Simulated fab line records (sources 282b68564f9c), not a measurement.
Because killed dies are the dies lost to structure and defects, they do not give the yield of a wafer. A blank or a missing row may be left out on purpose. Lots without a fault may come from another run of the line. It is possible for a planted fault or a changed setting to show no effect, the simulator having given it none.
Code-filled problem report in 8D (eight disciplines) form | flow rit cmos | the parts of the form that need people (team, actions taken, sign-off) are left out

== 1. PROBLEM STATEMENT ==
At RIT_GATE_CD_MEAS_16, cd nm averages 66.9 nm over 9 wafers from 3 lots, while fault-free wafers read 149.9 nm, standard deviation 2.2. Relative to the usual mean, that is a shift of -38 standard deviations.
The step: target cd 150 nm.
The first sign was on wafer L685.3 at day 3 19:10, on cd sem-02. Wafers with a number at this step in the record: 45, from 15 lots. By rule, "out" or "out of limits" means more than 4 standard deviations away from the usual mean. Any other wafer with a number is counted as sound.

== 2. WHAT IT IS AND WHAT IT IS NOT ==
question                    | is                     | is not
which readings at this step | cd nm                  | -
which lots                  | L685, L686, L687       | L683, L684, L690, L691, L692, L694, L695, L697, L700, L701, L703, L704
which wafers of those lots  | all that have a number | -
read on which gauges        | cd sem-02              | cd sem-01
when                        | from day 3 19:10       | up to then (6 sound wafers); but 30 sound wafers of L690, L691, L692, L694, L695, L697, L700, L701, L703, L704 came after

== 3. SUSPECTS, AND WHAT RULES EACH OUT ==
Counting: a tool stays on the suspect list if, at a process step up to the reading, it processed all lots that are out and no sound lot following the first of them.
- ruled out: the gauge at RIT_GATE_CD_MEAS_16. All the wafers that are out were read on cd sem-02, but those of them that RIT_M1_PROBE_99 has rows for are out there too, on other tools.
- plasma asher-04 at RIT_PWELL_STRIP_09 (strips in O2, time 180 s): ruled out as a lasting fault. After its first lot that is out, L685 (day 2 20:48), sound lots L690, L694, L703, L704 ran on it.
- litho track-02 at RIT_GATE_COAT_11 (resist thk 850 nm): ruled out as a lasting fault. After its first lot that is out, L685 (day 3 18:20), sound lots L700, L701 ran on it.
Left after counting: nothing in the record.

== 4. THE CAUSE (what the simulator had put in) ==
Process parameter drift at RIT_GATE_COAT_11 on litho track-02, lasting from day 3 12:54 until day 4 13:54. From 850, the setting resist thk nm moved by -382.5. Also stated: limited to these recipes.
The count ruled it out by mistake, since the rule takes a fault to strike every lot its tool runs from the start of the fault on, and this one did not do so.

== 5. SEQUENCE OF EFFECTS, ordered by route ==
Rows list readings where the struck wafers' mean (over those with a number) sits beyond 3 standard deviations from the usual. Readings are gone through only where the record gives a usual standard deviation; hours: the median, over the lots, of the time from a lot's start at the first step in this table giving one to that lot's start at this step; sigmas: the change measured in usual standard deviations.
hours | step                | reading             | usual    | on struck wafers | change | sigmas
0     | RIT_GATE_CD_MEAS_16 | cd nm               | 149.9 nm | 66.9             | -83.0  | -38
23    | RIT_M1_PROBE_99     | killed at front end | 7        | 264              | +257   | +83
23    | RIT_M1_PROBE_99     | killed dies         | 7        | 264              | +257   | +83
23    | RIT_M1_PROBE_99     | killed on rim       | 1.8      | 70.0             | +68.2  | +52
It contains these process steps:
- RIT_M1_PROBE_99

== 6. WHAT WOULD HAVE CAUGHT IT SOONER ==
In this record the first reading out of limits at a measuring or inspecting step was taken at day 3 19:10, 6 hours after the fault began at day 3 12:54.
An alarm limit of 4 standard deviations would not have fired on the tool readings at RIT_GATE_COAT_11 for which the record gives a usual standard deviation, since none of them was out on any struck wafer.
